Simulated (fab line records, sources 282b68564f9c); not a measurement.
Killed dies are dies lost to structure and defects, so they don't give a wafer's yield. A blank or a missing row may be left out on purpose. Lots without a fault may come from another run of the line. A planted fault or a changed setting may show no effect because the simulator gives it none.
A struck lot beside a sound one | flow rit_cmos | 15 steps out of a route of 202
Sound: wafers L532.3, L532.5, L532.6. Struck: wafers L542.1, L542.2, L542.5. The cause comes at the end.
At each step with rows: each side's tool, then ch and its chambers, then its first start. Under that, the readings that differ: sound wafers | struck wafers | difference of the means | sigmas: that difference in standard deviations of wafers without a fault.
alike: readings whose means differ by less than 2 such deviations, and words and numbers that are the same on both sides. not compared: withheld readings, readings that some wafer has no value for, bounds like >300 that may hide the same value, and numbers for which the record gives no deviation and whose values overlap.
The two part at a step that has a row with sigmas, a row that says differs or no value, or rows on one side only. Numbers that don't overlap but have no deviation are shown without sigmas and don't part them. A reading that every wafer of one side lacks parts them only if that side has two wafers or more.

first, 1 step without rows for these wafers: RIT_CONTACT_HARDBAKE_10 (time 60 s).
RIT_CONTACT_ETCH_11: etches SiO2 in CHF3/CF4/Ar, stops on TiSi2, target depth 480 nm, time 320 s.
  sound on rie_diel-01 ch 0,3, day 4 14:32; struck on rie_diel-03 ch 0,1,2, day 6 18:10
  alike: O2_flow_sccm, drypump_motor_current_A, oes_product_au, throttle_valve_pct
  not compared: rf_hours_counter_h
RIT_CONTACT_STRIP_12: strips in O2, time 185.1 s.
  sound on plasma_asher-03 ch 0,1, day 4 14:47; struck on plasma_asher-02 ch 0,1, day 6 18:22
  alike: drypump_motor_current_A
  not compared: rf_hours_counter_h
RIT_CONTACT_CD_MEAS_90: target cd 1000 nm.
  sound on cd_sem-01, day 4 14:57; struck on cd_sem-01, day 6 18:32
  alike: cd_nm
then, 2 steps without rows for these wafers: RIT_CONTACT_CLEAN_13 (cleans in SC1, time 600 s); RIT_CONTACT_CLEAN_14 (cleans in SC2, time 600 s).
RIT_M1_SPUTTER_00: material Al, target thk 400 nm, time 500 s.
  sound on pvd_sputter-02, day 4 15:23; struck on pvd_sputter-04, day 6 19:00
  alike: throttle_valve_pct
RIT_M1_RS_MEAS_01: measures by four-point-probe.
  sound on film_metro-03, day 4 15:43; struck on film_metro-02, day 6 19:18
  alike: M1_AL_RS
RIT_M1_THK_MEAS_02: measures by xrf.
  sound on film_metro-03, day 4 15:49; struck on film_metro-02, day 6 19:25
  alike: M1_AL_THK
then, 3 steps without rows for these wafers: RIT_M1_HMDS_03 (prime time 60 s); RIT_M1_COAT_04 (resist thk 1322 nm); RIT_M1_SOFTBAKE_05 (time 60 s).
RIT_M1_EXPOSE_06: exposes mask M12, target cd 2600 nm.
  sound on iline_stepper-02 ch 0, day 4 16:20; struck on iline_stepper-02 ch 0, day 6 19:56
  reading                    | sound                | struck            | difference | sigmas
  model.M1.overlay_x_nm (nm) | -3.034 -3.034 -3.034 | 1.414 1.414 1.414 | +4.448     |
  alike: mask, focus_offset_nm, reticle_temp_C
then, 1 step without rows for these wafers: RIT_M1_PEB_07.
RIT_M1_PROBE_99:
  sound on prober-02, day 4 19:29; struck on prober-02, day 6 23:11
  alike: defect_limited_yield, killed_at_contacts, killed_at_front_end, killed_dies, killed_open, killed_short, sort_bin_3_pad_short, sort_bin_5_function, sort_bin_6_memory, sort_n_pass, sort_yield_pct

WHERE THEY PART
Nowhere in this record.

WHY: what the simulator had put in
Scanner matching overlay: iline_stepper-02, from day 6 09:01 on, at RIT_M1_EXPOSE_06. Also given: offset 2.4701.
